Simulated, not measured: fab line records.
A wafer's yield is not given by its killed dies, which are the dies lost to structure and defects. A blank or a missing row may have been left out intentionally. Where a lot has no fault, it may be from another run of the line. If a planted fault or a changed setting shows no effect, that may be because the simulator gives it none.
Which tool was responsible? + flow rit_cmos + at 1 step of a route of 202, 15 lots with 45 wafers sampled

## WHAT EACH GAUGE READ, for each wafer
No reading from a measuring or inspecting step in the record can be judged against a usual standard deviation.

## WHICH TOOL RAN EACH LOT (tool, then ch and the chambers of the sampled wafers, then the start)
| lot  | RIT_PWELL_DEVELOP_05             |
|------|----------------------------------|
| L830 | litho_track-01 ch 0, day 2 00:00 |
| L831 | litho_track-04 ch 0, day 2 04:00 |
| L832 | litho_track-04 ch 0, day 2 09:00 |
| L833 | litho_track-03 ch 0, day 2 15:00 |
| L834 | litho_track-03 ch 0, day 2 19:00 |
| L837 | litho_track-04 ch 0, day 3 10:00 |
| L842 | litho_track-03 ch 0, day 4 12:00 |
| L843 | litho_track-01 ch 0, day 4 17:00 |
| L846 | litho_track-01, day 5 07:00      |
| L847 | litho_track-01, day 5 16:00      |
| L848 | litho_track-03, day 5 21:00      |
| L850 | litho_track-03 ch 0, day 6 04:00 |
| L851 | litho_track-04 ch 0, day 6 09:00 |
| L852 | litho_track-04 ch 0, day 6 12:00 |
| L853 | litho_track-01 ch 0, day 6 19:00 |
- RIT_PWELL_DEVELOP_05: develop time 68 s.

## AS READ BY THE TOOLS THEMSELVES (means over the sampled wafers that have a number; for cases with no such wafer, the mark the record gives instead)
RIT_PWELL_DEVELOP_05. Usual: chill_plate_temp_C reads 22.99 C (standard deviation 0.092).
| lot  | tool           | chill_plate_temp_C (C) | flag |
|------|----------------|------------------------|------|
| L830 | litho_track-01 | 23.02                  |      |
| L831 | litho_track-04 | 22.92                  |      |
| L832 | litho_track-04 | 22.97                  |      |
| L833 | litho_track-03 | 23.06                  |      |
| L834 | litho_track-03 | 22.94                  |      |
| L837 | litho_track-04 | 23.06                  |      |
| L842 | litho_track-03 | 23.06                  |      |
| L843 | litho_track-01 | 23.13                  |      |
| L846 | litho_track-01 | -                      | OFF  |
| L847 | litho_track-01 | -                      | OFF  |
| L848 | litho_track-03 | -                      | OFF  |
| L850 | litho_track-03 | 23.00                  |      |
| L851 | litho_track-04 | 23.00                  |      |
| L852 | litho_track-04 | 23.04                  |      |
| L853 | litho_track-01 | 23.02                  |      |

## THE ANSWER, worked out from the rows above alone
Rule: a lot is off if the mean of its wafers that have a number lies more than 3 standard deviations from the usual mean. Also off: a lot with no number at a reading for which 4 or more lots have one. Any other lot the step has rows for is counted as sound. After the gauges, taken in route order, come the tools' own readings; for these a lot's mean is taken, as printed above. At the first step where some lot is off, the reading lying furthest off is the one used; lots without a number count as furthest.
Off: L846, L847, L848 (RIT_PWELL_DEVELOP_05, chill_plate_temp_C). Without a number there: L846, L847, L848.
A tool fits if, at that step or a process step before it, it ran every lot that is off, and no sound lot after the first of them. Of those tried, none fits.

## WHAT THE SIMULATOR HAD INSERTED
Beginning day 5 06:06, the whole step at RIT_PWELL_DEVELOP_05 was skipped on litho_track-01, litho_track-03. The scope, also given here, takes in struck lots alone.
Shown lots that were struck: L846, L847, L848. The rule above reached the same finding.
